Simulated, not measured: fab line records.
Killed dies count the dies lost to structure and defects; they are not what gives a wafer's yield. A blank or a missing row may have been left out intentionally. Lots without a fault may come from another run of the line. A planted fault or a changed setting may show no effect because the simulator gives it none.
fab line records	flow rit_cmos
[record] lots = 6	wafers = 18	last_day = 7
route steps=202 shown GATE@89 REOX@98 NLDD@103 PLDD@114 SPACER@125 M1@202
lots that met no fault: taken from a fault-free run of the same line
start_h: start of the lot's first displayed wafer, in hours after the record's first day	wait_h: hours elapsed since this lot's preceding step	" repeats the value in the row above	L1.1+2: one row covering several wafers at once	- value missing, or start not given	* or withheld: withheld	< > ~ a bound
route shown NAME@n: names a module that has steps shown in the file, with the first one's number in the route	usual: mean/standard deviation taken from wafers without a fault	same: alike in all rows	chamber/n: place in a boat	sites: the reading at each site	_std_site: how widely they spread, as a standard deviation	_edge_site: outer sites' mean less inner sites'	radius_mm: for every site, how far away it sits from the centre of the wafer	mask NAME#n: copy n	behind: the tool/chamber that last shaped the wafer	hold: cause of the lot's hold/its duration in hours/its outcome	device: names the non-switching transistor (n, p or np)	end of line: at the end of the route, the tests of the same wafers	for a step that has no rows: nothing shown but its recipe	killed: dies that structure and defects cost at the first sort, which is not the same as the wafer's yield	map: shows each die of a wafer: x if killed, . if not, _ if none is there
set.NAME: setting as actually run; set.NAME@STEP: the setting as run at that earlier step	model.NAME: the simulator's own value behind a step, which no gauge read
lots seen at some steps along the route; tables by step, rows by wafer
services: from which hour (start_h, from the record's first day; less than 0 if before it) a tool's chamber was out of use, for how many hours, and why
[[steps]]
[step RIT_GATE_EXPOSE_13]
[recipe] mask_id = M6	na = 0.6	source_shape = conventional	sigma_outer = 0.6	target_cd_nm = 150	dose_mj = 380
[step RIT_GATE_PEB_14]
[recipe] resist = NOVOLAK	temp_c = withheld	time_s = withheld
[step RIT_GATE_DEVELOP_15]
[recipe] resist = NOVOLAK	develop_time_s = 50	dev_temp_c = 23
[step RIT_GATE_CD_MEAS_16]
[recipe] target_cd_nm = 150
[usual] cd_nm = 150.4/2.6
lot.wafer	tool	chamber	start_h	wait_h	cd_nm
L919.3	cd_sem-02	-	64.11	-	151.8
L919.4	"	-	"	"	153.2
L919.6	"	-	"	"	151.0
L928.2	cd_sem-02	-	102.03	-	145.6
L928.4	"	-	"	"	146.9
L928.5	"	-	"	"	147.6
L932.2	cd_sem-01	-	122.58	-	153.7
L932.3	"	-	"	"	151.5
L932.4	"	-	"	"	153.2
L933.3	cd_sem-02	-	126.10	-	151.5
L933.4	"	-	"	"	147.7
L933.5	"	-	"	"	151.9
L936.3	cd_sem-01	-	142.67	-	151.9
L936.5	"	-	"	"	152.1
L936.6	"	-	"	"	150.2
L937.1	cd_sem-01	-	148.10	-	147.7
L937.3	"	-	"	"	149.4
L937.6	"	-	"	"	147.0
[step RIT_GATE_OVL_MEAS_17]
[usual] GATE_OVL = -0.1/1.1
lot.wafer	tool	chamber	start_h	wait_h	GATE_OVL[nm]
L919.3	overlay-01	-	64.20	0.1	0.3
L919.4	"	-	"	"	0.8
L919.6	"	-	"	"	1.3
L928.2	overlay-02	-	102.13	0.1	0.6
L928.4	"	-	"	"	1.4
L928.5	"	-	"	"	0.5
L932.2	overlay-01	-	122.68	0.1	0.8
L932.3	"	-	"	"	2.5
L932.4	"	-	"	"	0.1
L933.3	overlay-02	-	126.19	0.1	0.0
L933.4	"	-	"	"	-0.6
L933.5	"	-	"	"	-0.5
L936.3	overlay-02	-	142.76	0.1	0.6
L936.5	"	-	"	"	1.5
L936.6	"	-	"	"	0.5
L937.1	overlay-02	-	148.22	0.1	-0.5
L937.3	"	-	"	"	0.4
L937.6	"	-	"	"	-1.6
[step RIT_GATE_HARDBAKE_18]
[recipe] resist = NOVOLAK	temp_c = 140	time_s = 60
[step RIT_GATE_ETCH_19]
[recipe] chemistry = SF6/CHF3/O2	time_s = 165	SF6_flow_sccm = 30	CHF3_flow_sccm = 30	O2_flow_sccm = 5	target = poly-Si	pressure_mtorr = 40	rf_w = 160	target_depth_a = 3125	over_etch_frac = 0.25	stop_on = SiO2
[usual] drypump_motor_current_A = 5.8/0.48	oes_product_au = 0.851/0.012	throttle_valve_pct = 10.18/0.17
lot.wafer	tool	chamber	start_h	wait_h	drypump_motor_current_A	oes_product_au	rf_hours_counter_h	throttle_valve_pct
L919.3	rie_si-01	1	64.37	0.1	5.6	0.868	1	10.62
L919.4	"	0	"	"	5.7	0.862	0	10.09
L919.6	"	2	"	"	4.9	0.850	-	10.35
L928.2	rie_si-02	2	102.31	0.1	5.6	0.849	99	10.04
L928.4	"	0	"	"	6.7	0.845	66	10.08
L928.5	"	0	"	"	6.7	0.849	-	10.08
L932.2	rie_si-02	1	122.86	0.1	5.9	0.864	137	10.09
L932.3	"	0	"	"	6.7	0.852	66	10.09
L932.4	"	2	"	"	5.5	0.857	100	10.02
L933.3	rie_si-01	2	126.36	0.1	4.9	0.843	77	10.34
L933.4	"	3	"	"	5.9	0.873	139	10.13
L933.5	"	2	"	"	4.9	0.842	-	10.35
L936.3	rie_si-02	2	142.93	0.1	5.5	0.844	100	10.04
L936.5	"	2	"	"	5.6	0.843	-	10.04
L936.6	"	3	"	"	5.6	0.836	-	10.15
L937.1	rie_si-01	2	148.40	0.1	4.9	0.827	77	10.35
L937.3	"	3	"	"	5.9	0.853	139	10.13
L937.6	"	0	"	"	5.7	0.842	-	10.08
[step RIT_GATE_STRIP_20]
[recipe] chemistry = O2	time_s = 180	resist = NOVOLAK	platen_temp_c = withheld	power_w = 500	pressure_mtorr = 4000	o2_flow_sccm = 4000
[usual] drypump_motor_current_A = 5.7/0.64	o2_flow_sccm = 3999/12
lot.wafer	tool	chamber	start_h	wait_h	drypump_motor_current_A	o2_flow_sccm	rf_hours_counter_h
L919.3	plasma_asher-04	1	64.60	0.2	5.3	4002	-
L919.4	"	0	"	"	6.0	4019	-
L919.6	"	1	"	"	5.3	4002	-
L928.2	plasma_asher-04	1	102.42	0.1	5.3	4002	47
L928.4	"	0	"	"	6.0	3982	-
L928.5	"	0	"	"	6.0	4001	-
L932.2	plasma_asher-01	1	122.97	0.1	5.0	4017	46
L932.3	"	1	"	"	5.0	3994	-
L932.4	"	0	"	"	6.5	4008	-
L933.3	plasma_asher-02	1	126.53	0.1	4.9	3998	-
L933.4	"	0	"	"	6.2	4001	-
L933.5	"	0	"	"	6.2	3979	-
L936.3	plasma_asher-02	1	143.10	0.1	4.9	3992	-
L936.5	"	1	"	"	4.9	3992	-
L936.6	"	0	"	"	6.2	3990	-
L937.1	plasma_asher-02	1	148.51	0.1	4.9	3982	3
L937.3	"	1	"	"	4.9	4000	-
L937.6	"	0	"	"	6.2	4003	-
[step RIT_GATE_CD_MEAS_90]
[recipe] target_cd_nm = 150
[usual] cd_nm = 150.4/2.6
lot.wafer	tool	chamber	start_h	wait_h	cd_nm
L919.3	cd_sem-02	-	64.88	0.2	151.8
L919.4	"	-	"	"	153.0
L919.6	"	-	"	"	151.2
L928.2	cd_sem-02	-	102.62	0.1	145.4
L928.4	"	-	"	"	146.8
L928.5	"	-	"	"	147.7
L932.2	cd_sem-01	-	123.17	0.1	153.7
L932.3	"	-	"	"	151.1
L932.4	"	-	"	"	153.2
L933.3	cd_sem-01	-	126.69	0.1	151.5
L933.4	"	-	"	"	147.9
L933.5	"	-	"	"	152.3
L936.3	cd_sem-02	-	143.26	0.1	152.1
L936.5	"	-	"	"	151.7
L936.6	"	-	"	"	150.1
L937.1	cd_sem-02	-	148.69	0.1	147.8
L937.3	"	-	"	"	149.4
L937.6	"	-	"	"	147.0
[step RIT_REOX_CLEAN_00]
[recipe] chemistry = SC1	mix = 3:3:50	time_s = 600	temp_c = 75
[step RIT_REOX_CLEAN_01]
[recipe] chemistry = dHF	dilution = 50:1	time_s = 30
[step RIT_REOX_CLEAN_02]
[recipe] chemistry = SC2	mix = 3:3:50	time_s = 600	temp_c = 75	dry = n2_spin
[step RIT_REOX_OXIDATION_03]
[recipe] temp_c = 900	ambient = O2	target_thk_a = 252	ox_time_s = 5580
[usual] spike_tc_centre_C = 901.5/1.5	spike_tc_load_C = 924/5.5	spike_tc_source_C = 924.3/1.9	tube_center_temp_C = 900.01/0.08	tube_center_temp_C_max = 902.3/0.33
lot.wafer	tool	chamber	start_h	wait_h	spike_tc_centre_C	spike_tc_load_C	spike_tc_source_C	tube_center_temp_C	tube_center_temp_C_max	model.SiO2_of_REOX_OXIDATION_03.thk_nm
L919.3	furnace-02	0	66.34	1.0	900.2	923	925.5	899.92	902.1	25
L919.4	"	0	"	"	902.1	922	926.3	899.97	902.2	25.16
L919.6	"	0	"	"	901.2	921	926.1	900.12	902.2	25.07
L928.2	furnace-01	0	103.37	0.3	901.7	934	922.3	900.07	901.9	25.42
L928.4	"	0	"	"	899.8	935	921.5	900.12	902.4	25.05
L928.5	"	0	"	"	901.9	934	922.2	899.91	902.5	25.11
L932.2	furnace-01	0	123.67	0.0	915.5	947	936.4	914.97	917.0	29.19
L932.3	"	0	"	"	913.9	949	937.8	914.75	917.1	28.98
L932.4	"	0	"	"	917.4	949	936.5	914.82	917.1	29.02
L933.3	furnace-01	0	127.14	0.0	918.0	947	938.6	914.85	916.9	28.96
L933.4	"	0	"	"	916.6	951	937.3	915.13	917.4	29.41
L933.5	"	0	"	"	915.4	947	935.9	915.09	917.5	29.48
L936.3	furnace-02	0	143.70	0.0	900.3	922	926.2	900.04	902.3	24.98
L936.5	"	0	"	"	898.8	923	925.8	900.02	902.4	24.78
L936.6	"	0	"	"	901.0	922	925.5	900.07	902.0	25.11
L937.1	furnace-04	0	149.17	0.0	904.1	918	923.1	900.13	902.3	25.15
L937.3	"	0	"	"	903.3	918	923.2	900.14	902.4	25.57
L937.6	"	0	"	"	903.2	919	925.2	899.94	902.1	25.3
[step RIT_REOX_THK_MEAS_04]
[recipe] reads = SiO2_of_REOX_OXIDATION_03
[usual] REOX_OXIDE_THK = 25.1/0.34
lot.wafer	tool	chamber	start_h	wait_h	REOX_OXIDE_THK[nm]
L919.3	film_metro-02	-	68.91	0.0	25.1
L919.4	"	-	"	"	25.2
L919.6	"	-	"	"	25.1
L928.2	film_metro-01	-	105.93	0.0	25.4
L928.4	"	-	"	"	25.0
L928.5	"	-	"	"	25.1
L932.2	film_metro-04	-	126.23	0.0	29.2
L932.3	"	-	"	"	29.0
L932.4	"	-	"	"	29.0
L933.3	film_metro-01	-	129.71	0.0	29.0
L933.4	"	-	"	"	29.4
L933.5	"	-	"	"	29.5
L936.3	film_metro-01	-	146.27	0.0	25.0
L936.5	"	-	"	"	24.8
L936.6	"	-	"	"	25.1
L937.1	film_metro-04	-	151.72	0.0	25.1
L937.3	"	-	"	"	25.6
L937.6	"	-	"	"	25.3
[step RIT_NLDD_HMDS_00]
[recipe] prime_time_s = 60	prime_temp_c = 140
[step RIT_NLDD_COAT_01]
[recipe] resist = NOVOLAK	spin_rpm = 3250	resist_thk_nm = 1000
[step RIT_NLDD_SOFTBAKE_02]
[recipe] resist = NOVOLAK	temp_c = 90	time_s = 60
[step RIT_NLDD_EXPOSE_03]
[recipe] mask_id = M7	na = 0.57	target_cd_nm = 40700	dose_mj = 250
[step RIT_NLDD_PEB_04]
[recipe] resist = NOVOLAK	temp_c = withheld	time_s = withheld
[step RIT_NLDD_DEVELOP_05]
[recipe] resist = NOVOLAK	develop_time_s = 50	dev_temp_c = 23
[step RIT_NLDD_OVL_MEAS_06]
[usual] NLDD_OVL = 0.4/1.6
lot.wafer	tool	chamber	start_h	wait_h	NLDD_OVL[nm]
L919.3	overlay-01	-	70.01	-	-1.9
L919.4	"	-	"	"	-2.4
L919.6	"	-	"	"	-2.5
L928.2	overlay-02	-	106.83	-	3.7
L928.4	"	-	"	"	2.8
L928.5	"	-	"	"	0.6
L932.2	overlay-01	-	127.22	-	-2.2
L932.3	"	-	"	"	-2.4
L932.4	"	-	"	"	-2.4
L933.3	overlay-02	-	130.61	-	-1.4
L933.4	"	-	"	"	0.3
L933.5	"	-	"	"	-0.7
L936.3	overlay-01	-	147.30	-	-1.5
L936.5	"	-	"	"	-1.7
L936.6	"	-	"	"	-1.0
L937.1	overlay-01	-	152.83	-	1.2
L937.3	"	-	"	"	1.3
L937.6	"	-	"	"	0.5
[step RIT_NLDD_HARDBAKE_07]
[recipe] resist = NOVOLAK	temp_c = 140	time_s = 60
[step RIT_NLDD_IMPLANT_08]
[recipe] species = P	energy_kev = 20	dose_cm2 = 5e+14	tilt_deg = 7
[step RIT_NLDD_STRIP_09]
[recipe] chemistry = O2	time_s = 180	resist = NOVOLAK	platen_temp_c = withheld	power_w = 500	pressure_mtorr = 4000	o2_flow_sccm = 4000
[usual] drypump_motor_current_A = 5.6/0.46	o2_flow_sccm = 4002/13
lot.wafer	tool	chamber	start_h	wait_h	drypump_motor_current_A	o2_flow_sccm	rf_hours_counter_h
L919.3	plasma_asher-03	1	70.52	0.1	5.5	3995	-
L919.4	"	0	"	"	5.5	3997	-
L919.6	"	0	"	"	5.5	3998	-
L928.2	plasma_asher-01	1	107.16	0.1	5.0	4016	44
L928.4	"	0	"	"	6.5	4017	-
L928.5	"	1	"	"	5.0	4012	-
L932.2	plasma_asher-03	0	127.55	0.1	5.6	4026	36
L932.3	"	0	"	"	5.5	4005	-
L932.4	"	1	"	"	5.5	4016	-
L933.3	plasma_asher-01	1	130.99	0.1	5.0	4001	-
L933.4	"	0	"	"	6.5	3988	-
L933.5	"	1	"	"	5.0	4024	-
L936.3	plasma_asher-04	0	147.68	0.1	6.0	3993	-
L936.5	"	0	"	"	6.0	4000	-
L936.6	"	1	"	"	5.3	4013	-
L937.1	plasma_asher-04	0	153.17	0.1	6.0	4001	53
L937.3	"	0	"	"	6.0	4014	-
L937.6	"	1	"	"	5.3	3995	-
[step RIT_NLDD_TW_MEAS_10]
[usual] NLDD_TW = 2488/11
lot.wafer	tool	chamber	start_h	wait_h	NLDD_TW
L919.3	film_metro-04	-	70.66	0.1	2497
L919.4	"	-	"	"	2497
L919.6	"	-	"	"	2495
L928.2	film_metro-02	-	107.35	0.1	2484
L928.4	"	-	"	"	2489
L928.5	"	-	"	"	2484
L932.2	film_metro-03	-	127.73	0.1	2490
L932.3	"	-	"	"	2477
L932.4	"	-	"	"	2476
L933.3	film_metro-03	-	131.13	0.1	2492
L933.4	"	-	"	"	2473
L933.5	"	-	"	"	2474
L936.3	film_metro-02	-	147.82	0.1	2485
L936.5	"	-	"	"	2488
L936.6	"	-	"	"	2478
L937.1	film_metro-03	-	153.35	0.1	2499
L937.3	"	-	"	"	2489
L937.6	"	-	"	"	2495
[step RIT_PLDD_HMDS_00]
[recipe] prime_time_s = 60	prime_temp_c = 140
[step RIT_PLDD_COAT_01]
[recipe] resist = NOVOLAK	spin_rpm = 3250	resist_thk_nm = 1000
[step RIT_PLDD_SOFTBAKE_02]
[recipe] resist = NOVOLAK	temp_c = 90	time_s = 60
[step RIT_PLDD_EXPOSE_03]
[recipe] mask_id = M8	na = 0.57	target_cd_nm = 40900	dose_mj = 250
[step RIT_PLDD_PEB_04]
[recipe] resist = NOVOLAK	temp_c = withheld	time_s = withheld
[step RIT_PLDD_DEVELOP_05]
[recipe] resist = NOVOLAK	develop_time_s = 50	dev_temp_c = 23
[step RIT_PLDD_OVL_MEAS_06]
[usual] PLDD_OVL = 0.2/1.1
lot.wafer	tool	chamber	start_h	wait_h	PLDD_OVL[nm]
L919.3	overlay-01	-	71.86	-	0.1
L919.4	"	-	"	"	0.0
L919.6	"	-	"	"	-1.5
L928.2	overlay-02	-	108.33	-	-0.2
L928.4	"	-	"	"	0.2
L928.5	"	-	"	"	2.4
L932.2	overlay-02	-	128.76	-	1.9
L932.3	"	-	"	"	0.1
L932.4	"	-	"	"	0.6
L933.3	overlay-01	-	132.16	-	0.1
L933.4	"	-	"	"	-1.1
L933.5	"	-	"	"	1.1
L936.3	overlay-02	-	148.85	-	-0.4
L936.5	"	-	"	"	-0.3
L936.6	"	-	"	"	0.4
L937.1	overlay-02	-	154.25	-	0.6
L937.3	"	-	"	"	-0.8
L937.6	"	-	"	"	-0.2
[step RIT_PLDD_HARDBAKE_07]
[recipe] resist = NOVOLAK	temp_c = 140	time_s = 60
[step RIT_PLDD_IMPLANT_08]
[recipe] species = BF2	energy_kev = 20	dose_cm2 = 9e+14	tilt_deg = 7
[step RIT_PLDD_STRIP_09]
[recipe] chemistry = O2	time_s = 180	resist = NOVOLAK	platen_temp_c = withheld	power_w = 500	pressure_mtorr = 4000	o2_flow_sccm = 4000
[usual] drypump_motor_current_A = 5.6/0.36	o2_flow_sccm = 3998/11
lot.wafer	tool	chamber	start_h	wait_h	drypump_motor_current_A	o2_flow_sccm	rf_hours_counter_h
L919.3	plasma_asher-03	0	72.24	0.1	5.5	4010	-
L919.4	"	1	"	"	5.5	4007	-
L919.6	"	0	"	"	5.5	4010	-
L928.2	plasma_asher-04	1	108.66	0.1	5.3	3997	48
L928.4	"	0	"	"	6.0	3987	-
L928.5	"	1	"	"	5.3	4006	-
L932.2	plasma_asher-02	0	129.09	0.1	6.2	4015	1
L932.3	"	1	"	"	4.9	4014	-
L932.4	"	0	"	"	6.2	3997	-
L933.3	plasma_asher-03	0	132.58	0.1	5.5	3987	-
L933.4	"	1	"	"	5.5	4002	-
L933.5	"	1	"	"	5.5	4009	-
L936.3	plasma_asher-04	1	149.23	0.1	5.3	3988	-
L936.5	"	1	"	"	5.3	3983	-
L936.6	"	0	"	"	6.0	3978	-
L937.1	plasma_asher-04	0	154.59	0.1	6.0	4016	53
L937.3	"	1	"	"	5.3	3993	-
L937.6	"	0	"	"	6.0	4011	-
[step RIT_PLDD_TW_MEAS_10]
[usual] PLDD_TW = 2344/11
lot.wafer	tool	chamber	start_h	wait_h	PLDD_TW
L919.3	film_metro-03	-	72.38	0.1	2337
L919.4	"	-	"	"	2342
L919.6	"	-	"	"	2350
L928.2	film_metro-02	-	108.85	0.1	2338
L928.4	"	-	"	"	2345
L928.5	"	-	"	"	2338
L932.2	film_metro-03	-	129.28	0.1	2331
L932.3	"	-	"	"	2327
L932.4	"	-	"	"	2326
L933.3	film_metro-03	-	132.72	0.1	2348
L933.4	"	-	"	"	2335
L933.5	"	-	"	"	2340
L936.3	film_metro-04	-	149.37	0.1	2344
L936.5	"	-	"	"	2366
L936.6	"	-	"	"	2353
L937.1	film_metro-03	-	154.77	0.1	2378
L937.3	"	-	"	"	2348
L937.6	"	-	"	"	2358
[step RIT_SPACER_CLEAN_00]
[recipe] chemistry = SC1	mix = 3:3:50	time_s = 600	temp_c = 75
[usual] bath_guard_temp_C = 75.0/0.48	bath_heat_duty_pct = 15.0/1.2
lot.wafer	tool	chamber	start_h	wait_h	bath_guard_temp_C	bath_heat_duty_pct	model.SiO2_of_REOX_OXIDATION_03.thk_nm
L919.3	wet_bench-04	1	72.42	0.0	75.3	14.6	23.06
L919.4	"	1	"	"	74.9	15.2	23.21
L919.6	"	1	"	"	75.5	15.2	23.12
L928.2	wet_bench-01	3	108.90	0.0	75.2	17.1	23.49
L928.4	"	3	"	"	75.0	15.9	23.13
L928.5	"	3	"	"	74.8	14.3	23.2
L932.2	wet_bench-04	3	129.33	0.0	74.8	15.5	26.93
L932.3	"	3	"	"	75.0	17.0	26.74
L932.4	"	3	"	"	75.1	16.4	26.77
L933.3	wet_bench-01	3	132.76	0.0	74.8	15.0	26.7
L933.4	"	3	"	"	74.9	16.4	27.12
L933.5	"	3	"	"	74.9	16.4	27.19
L936.3	wet_bench-03	3	149.41	0.0	74.7	14.6	23.05
L936.5	"	3	"	"	74.9	15.6	22.88
L936.6	"	3	"	"	74.6	15.4	23.18
L937.1	wet_bench-03	3	154.83	0.1	74.6	14.5	23.19
L937.3	"	3	"	"	75.1	16.3	23.58
L937.6	"	3	"	"	74.4	15.2	23.34
[step RIT_SPACER_CLEAN_01]
[recipe] chemistry = dHF	dilution = 50:1	time_s = 30
[step RIT_M1_PROBE_99]
[usual] killed_at_M0_to_M3 = 0.0/0.12	killed_at_front_end = 7/3.1	killed_dies = 7/3.1	killed_open = 3.5/2.2	killed_short = 3.3/1.9
[same] gross_dies = 264	killed_at_M4_up = 0	killed_at_back_side = 0	killed_at_contacts = 0	killed_at_other = 0
lot.wafer	tool	chamber	start_h	wait_h	killed_at_M0_to_M3	killed_at_front_end	killed_dies	killed_open	killed_short	model.etest.pmos_turned.r_on_ohm_um	model.etest.pmos_0p3.r_on_ohm_um	model.etest.pmos_0p15.r_on_ohm_um	model.etest.pldd.rs_ohm_sq	model.etest.nmos_0p3.r_on_ohm_um	model.etest.nmos_0p15.r_on_ohm_um	model.etest.nmos_turned.drive_ua_um	model.etest.pldd.line_ohm_um
L919.3	prober-01	-	86.37	0.2	0	2	2	2	0	3529	6341	2846	536.9	2091	1068	343.5	169.4
L919.4	prober-01	-	86.42	0.2	0	2	2	1	1	3630	6338	2903	551.4	2134	1092	335.6	173.3
L919.6	prober-01	-	86.52	0.2	0	10	10	5	5	3559	6293	2834	538.4	2104	1071	342.5	170.8
L928.2	prober-02	-	122.40	0.1	0	5	5	1	4	3469	6345	2762	536.9	2177	1123	326.2	166.1
L928.4	prober-02	-	122.50	0.2	0	6	6	4	2	3407	6286	2725	515.2	2173	1091	330.6	158.7
L928.5	prober-02	-	122.55	0.2	0	5	5	4	1	3478	6366	2776	521.3	2188	1132	324	163.6
L932.2	prober-02	-	143.41	0.1	0	4	4	2	2	4982	6935	3483	909	2299	1291	213.7	286.1
L932.3	prober-02	-	143.46	0.2	0	8	8	5	3	4798	6799	3340	875	2261	1246	221.3	278.7
L932.4	prober-02	-	143.51	0.2	0	6	6	4	2	4906	6954	3467	880.2	2312	1297	217.3	282.6
L933.3	prober-01	-	146.74	0.2	0	7	7	3	4	4040	6410	3025	673.4	2202	1216	250.6	210.4
L933.4	prober-01	-	146.79	0.2	0	6	6	3	3	4198	6563	3051	705.6	2244	1236	238.7	221.7
L933.5	prober-01	-	146.84	0.2	0	9	9	4	5	4288	6578	3120	712.9	2240	1212	235.4	223.1
L936.3	prober-02	-	163.75	0.2	0	24	24	13	11	3282	6090	2652	471.7	2055	1082	340.5	148.7
L936.5	prober-02	-	163.85	0.2	0	17	17	12	5	3228	6042	2646	465.4	2095	1088	346.3	143.8
L936.6	prober-02	-	163.90	0.2	0	14	14	5	9	3268	6119	2660	479	2095	1093	342.7	149.6
L937.1	prober-01	-	169.08	0.1	0	4	4	4	0	3214	6068	2585	474.8	2097	1066	345.7	149.5
L937.3	prober-01	-	169.18	0.2	1	3	4	1	3	3326	6118	2689	498.6	2110	1108	336.4	155.2
L937.6	prober-01	-	169.33	0.2	0	4	4	1	3	3256	6172	2637	485.9	2113	1078	346.3	153.2
// killed by level:class
L919.3 REOX:geometric_particle:open=1 SPACER:geometric_particle:open=1
L919.4 GATE:geometric_particle:short=1 REOX:geometric_particle:open=1
L919.6 GATE:geometric_particle:short=4 GATE:geometric_particle:open=3 SILICIDE:geometric_particle:open=2 SPACER:geometric_particle:short=1
L928.2 GATE:geometric_particle:short=2 FOX2:geometric_particle:short=1 GATE:geometric_particle:open=1 SPACER:geometric_particle:short=1
L928.4 GATE:geometric_particle:open=2 GATE:geometric_particle:short=2 REOX:geometric_particle:open=1 SPACER:geometric_particle:open=1
L928.5 GATE:geometric_particle:open=3 SPACER:geometric_particle:open=1 SPACER:geometric_particle:short=1
L932.2 FOX1:geometric_particle:open=1 FOX1:geometric_particle:short=1 SPACER:geometric_particle:short=1 SILICIDE:geometric_particle:open=1
L932.3 GATE:geometric_particle:short=3 REOX:geometric_particle:open=2 FOX1:geometric_particle:open=1 GATE:geometric_particle:open=1 SILICIDE:geometric_particle:open=1
L932.4 GATE:geometric_particle:open=2 REOX:geometric_particle:short=2 FOX1:geometric_particle:open=1 SPACER:geometric_particle:open=1
L933.3 FOX1:geometric_particle:open=2 REOX:geometric_particle:short=2 GATE:geometric_particle:open=1 SPACER:geometric_particle:short=1 SILICIDE:geometric_particle:short=1
L933.4 GATE:geometric_particle:short=2 GATE:geometric_particle:open=1 REOX:geometric_particle:short=1 REOX:geometric_particle:open=1 SPACER:geometric_particle:open=1
L933.5 REOX:geometric_particle:short=3 GATE:geometric_particle:short=2 GATE:geometric_particle:open=2 SPACER:geometric_particle:open=1 SILICIDE:geometric_particle:open=1
L936.3 SPACER:geometric_particle:open=6 GATE:geometric_particle:short=5 SPACER:geometric_particle:short=3 FOX1:geometric_particle:open=2 GATE:geometric_particle:open=2 REOX:geometric_particle:open=2 ACTIVE:geometric_particle:open=1 FOX1:geometric_particle:short=1
L936.5 FOX1:geometric_particle:open=4 GATE:geometric_particle:open=4 REOX:geometric_particle:short=3 GATE:geometric_particle:short=2 REOX:geometric_particle:open=2 FOX2:geometric_particle:open=1 SPACER:geometric_particle:open=1
L936.6 GATE:geometric_particle:short=6 GATE:geometric_particle:open=3 FOX1:geometric_particle:short=1 REOX:geometric_particle:open=1 REOX:geometric_particle:short=1 SPACER:geometric_particle:short=1 SPACER:geometric_particle:open=1
L937.1 REOX:geometric_particle:open=2 GATE:geometric_particle:open=1 SPACER:geometric_particle:open=1
L937.3 ACTIVE:geometric_particle:short=1 REOX:geometric_particle:short=1 SILICIDE:geometric_particle:open=1 M1:geometric_particle:short=1
L937.6 FOX2:geometric_particle:short=1 GATE:geometric_particle:short=1 REOX:geometric_particle:short=1 SILICIDE:geometric_particle:open=1
[[services]]
tool	chamber	start_h	hours	kind
wet_bench-01	-	43.87	2.8	repair
plasma_asher-02	-	80.01	1.5	repair
plasma_asher-04	-	99.22	2.8	pm
plasma_asher-02	-	108.75	9.0	pm
plasma_asher-02	0	108.75	9.0	vent_cycle
plasma_asher-02	1	108.75	9.0	vent_cycle
plasma_asher-03	-	114.53	2.8	pm
plasma_asher-02	0	117.75	-	clean
plasma_asher-02	1	117.75	-	clean
furnace-04	-	127.04	3.1	pm
plasma_asher-02	-	137.37	1.0	repair
plasma_asher-01	-	140.96	4.8	repair
wet_bench-01	-	154.61	0.8	repair
[[key]]
[first_sign] step = RIT_REOX_OXIDATION_03	reading = tube_center_temp_C	direction = up	sigmas = 99+	usual = *	struck = *
[effect] step = RIT_REOX_OXIDATION_03	reading = tube_center_temp_C_max	direction = up	sigmas = 45	usual = *	struck = *
[effect] step = RIT_REOX_THK_MEAS_04	reading = REOX_OXIDE_THK	direction = up	sigmas = 12	usual = 25.1	struck = 29.2
[model_effect] step = RIT_REOX_OXIDATION_03	value = SiO2_of_REOX_OXIDATION_03.thk_nm	without = 25.04	struck = 29.17
[model_effect] step = RIT_SPACER_CLEAN_00	value = SiO2_of_REOX_OXIDATION_03.thk_nm	without = 23.09	struck = 26.91
[model_effect] step = RIT_M1_PROBE_99	value = etest.pmos_turned.r_on_ohm_um	without = 3410	struck = 4535
met_at RIT_REOX_OXIDATION_03
struck_wafers L932.2,L932.3,L932.4,L933.3,L933.4,L933.5
tester_left_out L932,L933
onset_between 103.37 123.67
[fault] kind = process_parameter_drift	tool = furnace-01	chamber = -	onset_h = 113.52	steps = RIT_REOX_OXIDATION_03	channel = temp_c	offset = *	shape = step	end_h = 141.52	acts_in = *	stated = *
// tester_left_out: of these lots the tester's yield and bins aren't shown, on N5 and GAA mostly nor the transistor test; their killed dies are dies lost to structure and defects alone, not to doping, threshold or leakage, so they don't give the yield
